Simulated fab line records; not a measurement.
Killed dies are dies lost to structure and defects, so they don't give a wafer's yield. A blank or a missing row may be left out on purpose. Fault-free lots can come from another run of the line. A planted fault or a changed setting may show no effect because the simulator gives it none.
What tool caused it? -- flow ritCmos -- Sampling: 16 lots, 48 wafers, 3 of 202 route steps

WHAT THE GAUGES READ, wafer by wafer
RIT_FOX2_THK_MEAS_91.
lot,measured,on,FIELD_OXIDE_LEFT_2_THK (nm)
L222,day 2 10:19,filmMetro-01,255 247 249
L223,day 2 15:17,filmMetro-01,252 247 247
L224,day 2 20:37,filmMetro-01,253 257 252
L225,day 3 01:36,filmMetro-02,240 244 240
L226,day 3 04:46,filmMetro-02,250 244 250
L227,day 3 12:25,filmMetro-03,261 258 256
L228,day 3 16:20,filmMetro-03,249 258 247
L229,day 3 21:39,filmMetro-02,258 258 256
L230,day 4 05:55,filmMetro-01,249 254 249
L231,day 4 10:49,filmMetro-01,247 246 246
L232,day 4 11:08,filmMetro-01,259 258 252
L234,day 5 04:11,filmMetro-02,231 232 236
L236,day 5 17:19,filmMetro-02,261 250 257
L237,day 5 23:16,filmMetro-02,253 250 252
L238,day 6 06:18,filmMetro-03,253 255 251
L240,day 6 17:08,filmMetro-03,251 253 250

RIT_NSD_OVL_MEAS_06.
lot,measured,on,NSD_OVL (nm)
L222,day 3 01:41,overlay-02,1.9 2.3 2.4
L223,day 3 08:36,overlay-02,-3.4 -2.1 -1.6
L224,day 3 14:32,overlay-01,-1.4 -2.0 -2.1
L225,day 3 16:53,overlay-02,-2.1 -0.2 -0.1
L226,day 3 21:32,overlay-01,-1.5 -0.4 -0.9
L227,day 4 04:29,overlay-01,1.2 1.8 2.1
L228,day 4 08:20,overlay-01,-3.1 -2.1 -0.9
L229,day 4 18:48,overlay-01,-1.0 -1.6 -0.7
L230,day 5 00:52,overlay-02,357.8 358.1 358.6
L231,day 5 04:58,overlay-02,0.9 -0.1 1.5
L232,day 5 05:11,overlay-02,-3.0 -1.6 -1.1
L234,day 6 07:46,overlay-01,361.2 359.1 360.4
L236,day 6 18:38,overlay-01,1.1 -0.5 -0.6
L237,day 6 18:02,overlay-02,359.0 358.5 358.1
L238,day 7 00:04,overlay-02,357.8 357.1 358.1
L240,day 7 10:57,overlay-02,-2.2 -2.2 -1.6

WHAT TOOL EACH LOT RAN ON (gives the tool, then ch and the chambers of the sampled wafers, and finally the start)
lot,RIT_NSD_EXPOSE_03
L222,"ilineStepper-01 ch 0, day 3 01:17"
L223,"ilineStepper-02 ch 0, day 3 08:12"
L224,"ilineStepper-02 ch 0, day 3 14:09"
L225,"ilineStepper-02 ch 0, day 3 16:32"
L226,"ilineStepper-01 ch 0, day 3 21:08"
L227,"ilineStepper-01 ch 0, day 4 04:07"
L228,"ilineStepper-02 ch 0, day 4 07:58"
L229,"ilineStepper-02 ch 0, day 4 18:24"
L230,"ilineStepper-02 ch 0, day 5 00:28"
L231,"ilineStepper-01 ch 0, day 5 04:34"
L232,"ilineStepper-01 ch 0, day 5 04:47"
L234,"ilineStepper-02 ch 0, day 6 07:22"
L236,"ilineStepper-01 ch 0, day 6 18:05"
L237,"ilineStepper-02 ch 0, day 6 17:17"
L238,"ilineStepper-02 ch 0, day 6 23:40"
L240,"ilineStepper-01 ch 0, day 7 10:35"
- RIT_NSD_EXPOSE_03: exposes mask M9, target cd 40700 nm.

AS READ BY THE TOOLS THEMSELVES (means over the sampled wafers that have a number; for cases with no such wafer, the mark the record gives instead)
The record holds no such reading with a usual standard deviation.

THE ANSWER, worked out from the rows above alone
Rule: what is usual is taken from the lots themselves. Put in order of their means at a reading, lots are off if they are a third of the lots or fewer, leave a main group of 4 or more, and stand apart from it by a gap of 3 or more times the standard deviation of the main group's means; of several such gaps the widest counts. The tables above print the reading to a certain number of digits; a main group whose means all agree to those digits is not used. Also off: a lot with no number at a reading for which 4 or more lots have one. All remaining lots with rows at the step are treated as sound. After the gauges, taken in route order, come the tools' own readings; for these a lot's mean is taken, as printed above. At the first step where some lot is off, the reading lying furthest off is the one used; lots without a number count as furthest.
Off: L230, L234, L237, L238, seen at RIT_NSD_OVL_MEAS_06 (NSD_OVL). The main group: mean -0.7 nm, standard deviation 1.5.
A tool fits if, at a process step before that reading, it ran every lot that is off, and no sound lot after the first of them. Those tools and the gauges at RIT_NSD_OVL_MEAS_06 are tried in the same way. One candidate fits, namely ilineStepper-02 at RIT_NSD_EXPOSE_03. A fault onset in the window from L229 (day 4 18:24, its last sound lot) to L230 (day 5 00:28, its first lot off) fits.

WHAT HAD BEEN PUT IN BY THE SIMULATOR
Scanner matching overlay: ilineStepper-02, from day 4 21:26 on, at RIT_NSD_EXPOSE_03. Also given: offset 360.
Lots struck among those shown: L230, L234, L237, L238. The same result came from the rule above.
